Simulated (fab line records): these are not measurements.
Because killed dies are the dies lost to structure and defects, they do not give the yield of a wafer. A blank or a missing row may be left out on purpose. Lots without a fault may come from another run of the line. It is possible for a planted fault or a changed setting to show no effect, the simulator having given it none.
2 desks looking at one fault    flow rit_cmos    numbers are kept per desk, each desk with only its own; the story behind them comes last

## THE METROLOGY DESK
What the gauges read, lot by lot, whatever tool the lot ran on: means of the sampled wafers that have a number. Any lot whose mean is over 4 standard deviations away from the usual mean is out of limits and marked OUT; that distance is given in the brackets.
Columns: A = PRETRO_OVL at RIT_PRETRO_OVL_MEAS_06, usual 0.2 nm; B = REOX_OXIDE_THK at RIT_REOX_THK_MEAS_04, usual 24.9 nm; C = PLDD_OVL at RIT_PLDD_OVL_MEAS_06, usual 0.3 nm; D = PLDD_TW at RIT_PLDD_TW_MEAS_10, usual 2324
lot   first seen here  A                B     C     D
L159  day 2 08:11      -1.7             25.0  -0.5  2338
L160  day 2 14:31      -1.3             24.9  0.8   2303
L161  day 2 18:40      1.0              24.4  1.1   2339
L162  day 2 22:28      2.1              24.5  0.8   2315
L164  day 3 07:58      -0.4             25.0  0.8   2341
L165  day 3 15:53      0.9              24.8  -1.1  2333
L167  day 4 02:56      -0.3             24.1  0.6   2344
L168  day 4 05:59      1.3              24.3  1.1   2343
L169  day 4 10:12      131.7 (+94) OUT  25.2  0.1   2338
L170  day 4 18:08      128.7 (+92) OUT  25.4  0.4   2298
L173  day 5 07:03      130.6 (+93) OUT  24.9  -0.5  2292
L175  day 5 19:56      130.8 (+93) OUT  25.3  0.4   2321
L177  day 6 01:51      0.1              24.9  1.4   2318
L179  day 6 13:20      -1.3             24.7  -0.6  2345
L180  day 6 17:00      1.0              25.2  -0.2  2309
L182  day 7 01:22      1.0              25.0  1.6   2309
This desk's finding: out of limits on L169, L170, L173, L175; first on L169, day 4 10:12 (PRETRO_OVL at RIT_PRETRO_OVL_MEAS_06). In limits: L159, L160, L161, L162, L164, L165, L167, L168, L177, L179, L180, L182.

## THE TOOL OWNER'S DESK: iline_stepper-02
The tool's own readings at RIT_PRETRO_EXPOSE_03 (exposes mask M5, target cd 43700 nm): means of the sampled wafers that have a number, for each lot that ran on this tool. Any lot whose mean is over 4 standard deviations away from the usual mean is out of limits and marked OUT; that distance is given in the brackets.
Columns: A = stage_vel_mm_s at RIT_PRETRO_EXPOSE_03, usual 499.99 mm/s
lot   first seen here  A
L161  day 2 18:14      500.12
L164  day 3 07:34      500.03
L165  day 3 15:28      500.11
L167  day 4 02:31      499.99
L169  day 4 09:46      500.19
L170  day 4 17:42      499.93
L173  day 5 06:40      500.43
L175  day 5 19:19      499.82
This desk's verdict: no lot among the 8 shows anything out of limits.

## BROUGHT TOGETHER
An alarm was possible from the metrology desk at day 4 10:12, on L169, L170, L173, L175.
The tool owner's desk saw nothing out of limits.
The tool owner's desk has L169, L170, L173, L175 on record, within its limits.
RIT_PRETRO_EXPOSE_03 was run on iline_stepper-02 by each of the lots named.

## WHAT HAD BEEN PUT IN BY THE SIMULATOR
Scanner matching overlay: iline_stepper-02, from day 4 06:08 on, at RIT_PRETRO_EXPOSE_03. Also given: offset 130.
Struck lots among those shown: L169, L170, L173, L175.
Hours from the fault's start to each desk's first reading out of limits: the metrology desk, 4.
